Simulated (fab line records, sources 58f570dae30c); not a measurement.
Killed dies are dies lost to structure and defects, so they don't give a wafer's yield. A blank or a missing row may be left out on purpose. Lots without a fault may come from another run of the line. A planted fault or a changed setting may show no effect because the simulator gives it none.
Which tool did it? | flow berkeley_cmos170 | 14 lots, 42 wafers sampled, at 5 steps of a route of 331

WHAT THE GAUGES READ, wafer by wafer
UCB170_SDANNEAL_RS_MEAS_05: measures by four-point-probe.
lot  | measured     | on            | NLDD_RS (ohm/sq)
L512 | day 8 10:16  | film_metro-01 | 617.3 618.0 615.9
L514 | day 8 11:26  | film_metro-01 | 616.3 616.9 617.1
L515 | day 8 11:13  | film_metro-02 | 617.1 618.2 618.0
L517 | day 8 14:37  | film_metro-01 | 615.9 614.5 617.1
L519 | day 9 10:09  | film_metro-02 | 617.4 616.5 615.5
L522 | day 10 04:30 | film_metro-04 | 615.7 616.8 618.3
L524 | day 10 15:23 | film_metro-01 | 616.7 618.3 618.5
L526 | day 10 15:49 | film_metro-04 | 615.0 613.4 614.7
L525 | day 10 16:13 | film_metro-02 | 615.6 614.6 613.6
L527 | day 10 16:20 | film_metro-04 | 615.7 618.3 616.1
L528 | day 11 07:53 | film_metro-02 | 616.9 617.0 615.3
L530 | day 11 18:32 | film_metro-01 | 617.7 616.5 618.0
L531 | day 11 18:43 | film_metro-04 | 617.3 615.6 616.0
L534 | day 12 05:14 | film_metro-02 | 615.9 614.9 614.9

UCB170_CONTACT_THK_MEAS_02.
lot  | measured     | on            | CONTACT_PSG_THK (nm)
L512 | day 8 13:43  | film_metro-02 | 702 693 697
L514 | day 8 15:25  | film_metro-01 | 705 708 704
L515 | day 8 13:39  | film_metro-01 | 695 694 697
L517 | day 8 17:25  | film_metro-01 | 709 707 702
L519 | day 9 12:45  | film_metro-03 | 697 692 694
L522 | day 10 06:58 | film_metro-03 | 951 947 949
L524 | day 10 17:51 | film_metro-03 | 956 954 956
L526 | day 10 19:49 | film_metro-02 | 703 698 703
L525 | day 10 19:50 | film_metro-01 | 706 706 698
L527 | day 10 19:53 | film_metro-03 | 698 697 703
L528 | day 11 10:20 | film_metro-01 | 709 714 707
L530 | day 11 23:05 | film_metro-02 | 705 704 709
L531 | day 11 23:04 | film_metro-03 | 700 699 701
L534 | day 12 07:40 | film_metro-03 | 702 699 699

WHICH TOOL RAN EACH LOT (tool, then ch and the chambers of the sampled wafers, then the start)
lot  | UCB170_BACKSIDE_STRIP_03             | UCB170_SILICIDE_SPUTTER_01   | UCB170_CONTACT_CVD_01
L512 | plasma_asher-04 ch 0,1, day 8 09:07  | pvd_sputter-02, day 8 10:24  | lpcvd-02 ch 0, day 8 11:01
L514 | plasma_asher-02 ch 0,1, day 8 10:24  | pvd_sputter-02, day 8 11:37  | lpcvd-01 ch 0, day 8 13:38
L515 | plasma_asher-01 ch 0,1, day 8 10:25  | pvd_sputter-01, day 8 11:22  | lpcvd-01 ch 1, day 8 11:50
L517 | plasma_asher-01 ch 0,1, day 8 13:45  | pvd_sputter-03, day 8 14:47  | lpcvd-02 ch 0, day 8 15:38
L519 | plasma_asher-01 ch 0,1, day 9 09:14  | pvd_sputter-01, day 9 10:19  | lpcvd-02 ch 0, day 9 10:57
L522 | plasma_asher-02 ch 0,1, day 10 03:34 | pvd_sputter-03, day 10 04:40 | lpcvd-02 ch 0, day 10 05:10
L524 | plasma_asher-01 ch 0, day 10 14:36   | pvd_sputter-03, day 10 15:33 | lpcvd-02 ch 0, day 10 16:03
L526 | plasma_asher-04 ch 0,1, day 10 15:03 | pvd_sputter-01, day 10 16:00 | lpcvd-01 ch 0, day 10 18:02
L525 | plasma_asher-01 ch 0,1, day 10 15:25 | pvd_sputter-02, day 10 16:21 | lpcvd-01 ch 1, day 10 18:02
L527 | plasma_asher-02 ch 0,1, day 10 15:30 | pvd_sputter-03, day 10 16:32 | lpcvd-01 ch 0, day 10 18:02
L528 | plasma_asher-04 ch 0, day 11 06:59   | pvd_sputter-03, day 11 08:04 | lpcvd-01 ch 0, day 11 08:33
L530 | plasma_asher-02 ch 0,1, day 11 17:31 | pvd_sputter-02, day 11 18:40 | lpcvd-01 ch 1, day 11 20:23
L531 | plasma_asher-01 ch 0,1, day 11 17:56 | pvd_sputter-03, day 11 18:54 | lpcvd-01 ch 1, day 11 20:23
L534 | plasma_asher-01 ch 0,1, day 12 04:27 | pvd_sputter-02, day 12 05:24 | lpcvd-01 ch 0, day 12 05:53
- UCB170_BACKSIDE_STRIP_03: strips in O2.
- UCB170_SILICIDE_SPUTTER_01: material Ti, target thk 30 nm, time 25 s.
- UCB170_CONTACT_CVD_01: deposits PSG from SiH4/O2/PH3, target thk 700 nm, time 2820 s.

WHAT THE TOOLS THEMSELVES READ (means of the sampled wafers that have a number; where no wafer has one, the mark that the record gives instead)
UCB170_BACKSIDE_STRIP_03.
lot  | tool            | drypump_motor_current_A (A) | oes_product_au (a.u.) | strip_time_to_endpoint_s (s)
L512 | plasma_asher-04 | 5.1                         | 0.736                 | 21.97
L514 | plasma_asher-02 | 5.4                         | 0.739                 | 22.00
L515 | plasma_asher-01 | 5.9                         | 0.735                 | 21.94
L517 | plasma_asher-01 | 6.2                         | 0.735                 | 21.90
L519 | plasma_asher-01 | 6.2                         | 0.731                 | 22.09
L522 | plasma_asher-02 | 5.4                         | 0.735                 | 21.89
L524 | plasma_asher-01 | 6.6                         | 0.736                 | 21.96
L526 | plasma_asher-04 | 5.6                         | 0.740                 | 21.97
L525 | plasma_asher-01 | 6.2                         | 0.734                 | 21.92
L527 | plasma_asher-02 | 5.7                         | 0.734                 | 21.89
L528 | plasma_asher-04 | 6.0                         | 0.734                 | 21.89
L530 | plasma_asher-02 | 5.7                         | 0.736                 | 21.80
L531 | plasma_asher-01 | 6.2                         | 0.731                 | 21.83
L534 | plasma_asher-01 | 6.2                         | 0.739                 | 21.82

UCB170_SILICIDE_SPUTTER_01.
lot  | tool           | throttle_valve_pct (%)
L512 | pvd_sputter-02 | 30.1
L514 | pvd_sputter-02 | 30.0
L515 | pvd_sputter-01 | 30.0
L517 | pvd_sputter-03 | 30.8
L519 | pvd_sputter-01 | 30.7
L522 | pvd_sputter-03 | 30.6
L524 | pvd_sputter-03 | 30.4
L526 | pvd_sputter-01 | 29.9
L525 | pvd_sputter-02 | 30.0
L527 | pvd_sputter-03 | 30.7
L528 | pvd_sputter-03 | 30.9
L530 | pvd_sputter-02 | 30.0
L531 | pvd_sputter-03 | 31.1
L534 | pvd_sputter-02 | 29.6

THE ANSWER, worked out from the rows above alone
Rule: what is usual is taken from the lots themselves. Put in order of their means at a reading, lots are off if they are a third of the lots or fewer, leave a main group of 4 or more, and stand apart from it by a gap of 3 or more times the standard deviation of the main group's means; of several such gaps the widest counts. A main group whose means are all the same, to the digits that the tables above print for the reading, isn't used. A lot without any number at a reading at which 4 lots or more have one is off too. The other lots that the step has rows for count as sound. The gauges are gone through in route order, then the tools' own readings, and for those a lot's mean is taken as printed above. The first step at which some lot is off is used, and at that step the reading that is off furthest; a lot without a number counts as furthest.
Off: L522, L524, at UCB170_CONTACT_THK_MEAS_02 (CONTACT_PSG_THK). The main group: mean 702 nm, standard deviation 4.6.
A tool fits if, at a process step before that reading, it ran every lot that is off, and no sound lot after the first of them. The gauges at UCB170_CONTACT_THK_MEAS_02 are tried like those tools. One fits: lpcvd-02 at UCB170_CONTACT_CVD_01. Its last sound lot is L519 (day 9 10:57), its first lot that is off L522 (day 10 05:10): a fault that began between those two fits.

WHAT THE SIMULATOR HAD PUT IN
Process parameter drift: lpcvd-02, from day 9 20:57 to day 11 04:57, at UCB170_CONTACT_CVD_01. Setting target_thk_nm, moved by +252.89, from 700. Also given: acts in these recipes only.
Lots struck among those shown: L522, L524. The rule above found the same.
